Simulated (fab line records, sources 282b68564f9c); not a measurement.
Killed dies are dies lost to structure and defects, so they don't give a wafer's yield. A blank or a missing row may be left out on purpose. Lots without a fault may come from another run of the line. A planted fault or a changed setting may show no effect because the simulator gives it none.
Problem report in the 8D (eight disciplines) form, filled by code | flow rit_cmos | the parts of the form that need people (team, actions taken, sign-off) are left out

1. THE PROBLEM
killed_at_contacts at RIT_M1_PROBE_99 reads a mean of 7.3 on 3 wafers of 2 lots; wafers without a fault read 0.1 with a standard deviation of 0.38. That is +19 standard deviations from the usual mean.
First seen on wafer L728.2, day 5 02:37, on prober-01. The record holds 12 wafers of 4 lots with a number at this step. Rule for "out", or "out of limits": more than 4 standard deviations from the usual mean. The other wafers with a number count as sound.

2. WHAT IT IS AND WHAT IT IS NOT
question                    | is                     | is not
which readings at this step | killed_at_contacts     | killed_at_front_end, killed_open, killed_short
which lots                  | L728, L729             | L730, L738
which wafers of those lots  | L728.2, L728.5, L729.4 | L728.4, L729.3, L729.6
read on which tools         | prober-01              | prober-02
when                        | from day 5 02:37       | up to then (0 sound wafers); but 9 sound wafers of L728, L729, L730, L738 came after

3. SUSPECTS, AND WHAT RULES EACH OUT
Counting: a tool at a process step up to the reading stays a suspect if it ran every lot that is out. Sound lots after the first of them don't rule it out here, since some wafers of a struck lot are sound.
- rie_diel-01 at RIT_CONTACT_ETCH_11 (etches SiO2 in CHF3/CF4/Ar, stops on TiSi2, target depth 480 nm, time 320 s): kept. It ran every lot that is out, first L728 (day 4 21:22).
- prober-01 at RIT_M1_PROBE_99: kept. It ran every lot that is out, first L728 (day 5 02:37). Its own readings are out on those wafers: killed_at_contacts.
- Within rie_diel-01 at RIT_CONTACT_ETCH_11: the wafers that are out ran in chamber 0; their sound lot-mates ran in chambers 1, 3.
Left after counting: rie_diel-01 at RIT_CONTACT_ETCH_11, prober-01 at RIT_M1_PROBE_99.

4. THE CAUSE (what the simulator had put in)
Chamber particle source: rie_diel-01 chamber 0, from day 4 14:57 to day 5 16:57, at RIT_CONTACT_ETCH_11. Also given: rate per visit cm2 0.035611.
Counting left 2 suspects, and this tool is among them.

5. THE CHAIN OF EFFECTS, in route order
Each row: a reading whose mean over the struck wafers that have a number lies more than 3 standard deviations from the usual. Only readings for which the record gives a usual standard deviation are gone through. hours: the time from each lot's start at the first step in this table that gives one to its start at this step, as a median over the lots. sigmas: the change in usual standard deviations.
hours | step            | reading            | usual | on struck wafers | change | sigmas
0     | RIT_M1_PROBE_99 | killed_at_contacts | 0.1   | 7.3              | +7.2   | +19
The process steps in it:
- RIT_M1_PROBE_99

6. WHAT WOULD HAVE CAUGHT IT SOONER
In this record the first reading out of limits was taken at day 5 02:37, 12 hours after the fault began at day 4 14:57.
Of the tool readings at RIT_CONTACT_ETCH_11 for which the record gives a usual standard deviation, none was out on any struck wafer, so an alarm limit of 4 standard deviations on them would not have fired.
All the lots that are out (2) had begun RIT_CONTACT_ETCH_11 on rie_diel-01 by day 5 02:37. A hold on the tool at that time would have spared none of them.
